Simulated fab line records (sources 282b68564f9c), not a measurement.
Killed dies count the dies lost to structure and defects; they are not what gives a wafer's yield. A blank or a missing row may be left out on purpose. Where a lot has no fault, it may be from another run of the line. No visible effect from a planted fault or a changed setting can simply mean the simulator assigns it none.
8D (eight disciplines) problem report, filled in by code / flow rit-cmos / the parts of the form that need people (team, actions taken, sign-off) are left out

## 1. THE PROBLEM
killed-at-contacts at RIT_M1_PROBE_99 reads a mean of 6.3 on 3 wafers of 2 lots; wafers without a fault read 0.1 with a standard deviation of 0.25. Relative to the usual mean, that is a shift of +25 standard deviations.
Earliest sighting: wafer L424.4 on prober-01 at day 5 00:05. The record holds 42 wafers of 14 lots with a number at this step. Rule for "out", or "out of limits": more than 4 standard deviations from the usual mean. Any other wafer with a number is counted as sound.

## 2. WHAT THIS IS AND IS NOT
question=which readings at this step | is=killed-at-contacts | is not=killed_at_M0_to_M3, killed-at-front-end, killed-dies, killed-open, killed-short
question=which lots | is=L424, L426 | is not=L417, L418, L420, L431, L433, L434, L435, L436, L437, L438, L439, L440
question=which wafers of those lots | is=L424.4, L424.5, L426.4 | is not=L424.3, L426.1, L426.5
question=read on which tools | is=prober-01 | is not=prober-02
question=when | is=from day 5 00:05 | is not=up to then (10 sound wafers); but 29 sound wafers of L426, L431, L433, L434, L435, L436, L437, L438, L439, L440 came after

## 3. WHAT RULES OUT EACH SUSPECT
Counting: if a tool at a process step up to the reading ran every lot that is out, it stays a suspect. Sound lots after the first of them don't rule it out here, since some wafers of a struck lot are sound.
- rie-diel-03 at RIT_CONTACT_ETCH_11 (etches SiO2 in CHF3/CF4/Ar, stops on TiSi2, target depth 480 nm, time 320 s): kept. Every lot that is out went through it, the first being L424 (day 4 18:28); the last sound lot it ran before that was L420 (day 4 00:41).
- prober-01 at RIT_M1_PROBE_99: kept. Every lot that is out went through it, the first being L424 (day 5 00:02); the last sound lot it ran before that was L420 (day 4 07:34). On those wafers its own readings are out: killed-at-contacts.
- At RIT_CONTACT_ETCH_11, inside rie-diel-03: chamber 0 took the wafers that are out, while their sound lot-mates went through chambers 1, 2, 3.
Left after counting: rie-diel-03 at RIT_CONTACT_ETCH_11, prober-01 at RIT_M1_PROBE_99.

## 4. THE CAUSE (what the simulator had put in)
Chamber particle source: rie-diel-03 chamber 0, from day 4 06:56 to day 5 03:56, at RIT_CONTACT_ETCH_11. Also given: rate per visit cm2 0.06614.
After counting, 2 suspects remain, this tool included.

## 5. THE CHAIN OF EFFECTS, in route order
Each row: a reading whose mean over the struck wafers that have a number lies more than 3 standard deviations from the usual. Scope: only readings with a usual standard deviation given in the record; hours: median across lots of the time from each lot's start at the first step in this table that gives one to its start at this step; sigmas: change in usual standard deviations.
hours=0; step=RIT_M1_PROBE_99; reading=killed-at-contacts; usual=0.1; on struck wafers=6.3; change=+6.2; sigmas=+25
Here are the process steps it includes:
- RIT_M1_PROBE_99

## 6. HOW IT WOULD HAVE BEEN CAUGHT EARLIER
The fault began at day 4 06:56; the first out-of-limits reading in this record came at day 5 00:05, 17 hours later.
An alarm limit of 4 standard deviations would not have fired on the tool readings at RIT_CONTACT_ETCH_11 for which the record gives a usual standard deviation, since none of them was out on any struck wafer.
Lots out: 2; of these, L426 started RIT_CONTACT_ETCH_11 on rie-diel-03 after day 5 00:05. It would have been spared by a hold on the tool at that moment.
